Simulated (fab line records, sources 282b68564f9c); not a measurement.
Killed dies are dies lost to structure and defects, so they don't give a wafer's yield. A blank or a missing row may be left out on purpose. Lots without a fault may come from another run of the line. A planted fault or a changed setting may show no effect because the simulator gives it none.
Which tool did it? | flow rit_cmos | 14 lots, 42 wafers sampled, at 2 steps of a route of 202

WHAT THE GAUGES READ, wafer by wafer
RIT_NRETRO_OVL_MEAS_06. Usual: NRETRO_OVL 0.5 nm, standard deviation 1.5.
lot  | measured    | on         | NRETRO_OVL (nm)      | flag
L992 | day 2 12:40 | overlay-02 | 0.4 0.5 0.4          |
L993 | day 2 17:16 | overlay-02 | 0.1 -1.8 -1.8        |
L995 | day 3 03:28 | overlay-02 | 1.1 2.6 -0.2         |
L996 | day 3 07:10 | overlay-02 | 1.5 -0.1 2.1         |
L997 | day 3 14:31 | overlay-02 | -1.8 -2.1 -1.3       |
L998 | day 3 21:35 | overlay-01 | 1.1 2.0 -0.5         |
L100 | day 4 03:49 | overlay-02 | -0.4 -1.0 0.8        |
L101 | day 4 10:12 | overlay-02 | -2.1 0.0 -0.1        |
L106 | day 5 11:35 | overlay-02 | 2.3 1.0 2.9          |
L109 | day 5 23:55 | overlay-01 | -180.0 -177.3 -178.6 | OFF
L110 | day 6 07:51 | overlay-02 | -176.6 -177.2 -177.8 | OFF
L111 | day 6 14:19 | overlay-01 | 0.8 0.5 0.3          |
L112 | day 6 16:20 | overlay-01 | 2.5 2.8 0.6          |
L113 | day 6 20:25 | overlay-02 | 0.9 0.5 -0.9         |

WHICH TOOL RAN EACH LOT (tool, then ch and the chambers of the sampled wafers, then the start)
lot  | RIT_NRETRO_EXPOSE_03
L992 | iline_stepper-01 ch 0, day 2 12:16
L993 | iline_stepper-01 ch 0, day 2 16:50
L995 | iline_stepper-01 ch 0, day 3 03:04
L996 | iline_stepper-01 ch 0, day 3 06:45
L997 | iline_stepper-01 ch 0, day 3 14:05
L998 | iline_stepper-01 ch 0, day 3 21:09
L100 | iline_stepper-02 ch 0, day 4 03:24
L101 | iline_stepper-02 ch 0, day 4 09:46
L106 | iline_stepper-02 ch 0, day 5 11:11
L109 | iline_stepper-01 ch 0, day 5 23:29
L110 | iline_stepper-01 ch 0, day 6 07:25
L111 | iline_stepper-02 ch 0, day 6 13:53
L112 | iline_stepper-02 ch 0, day 6 15:56
L113 | iline_stepper-02 ch 0, day 6 20:00
- RIT_NRETRO_EXPOSE_03: exposes mask M4, target cd 43900 nm.

WHAT THE TOOLS THEMSELVES READ (means of the sampled wafers that have a number; where no wafer has one, the mark that the record gives instead)
The record holds no such reading with a usual standard deviation.

THE ANSWER, worked out from the rows above alone
Rule: a lot is off if the mean of its wafers that have a number lies more than 3 standard deviations from the usual mean. A lot without any number at a reading at which 4 lots or more have one is off too. The other lots that the step has rows for count as sound. The gauges are gone through in route order, then the tools' own readings, and for those a lot's mean is taken as printed above. The first step at which some lot is off is used, and at that step the reading that is off furthest; a lot without a number counts as furthest.
Off: L109, L110, at RIT_NRETRO_OVL_MEAS_06 (NRETRO_OVL).
A tool fits if, at a process step before that reading, it ran every lot that is off, and no sound lot after the first of them. The gauges at RIT_NRETRO_OVL_MEAS_06 are tried like those tools. One fits: iline_stepper-01 at RIT_NRETRO_EXPOSE_03. Its last sound lot is L998 (day 3 21:09), its first lot that is off L109 (day 5 23:29): a fault that began between those two fits.

WHAT THE SIMULATOR HAD PUT IN
Scanner matching overlay: iline_stepper-01, from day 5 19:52 on, at RIT_NRETRO_EXPOSE_03. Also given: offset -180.
Lots struck among those shown: L109, L110. The rule above found the same.
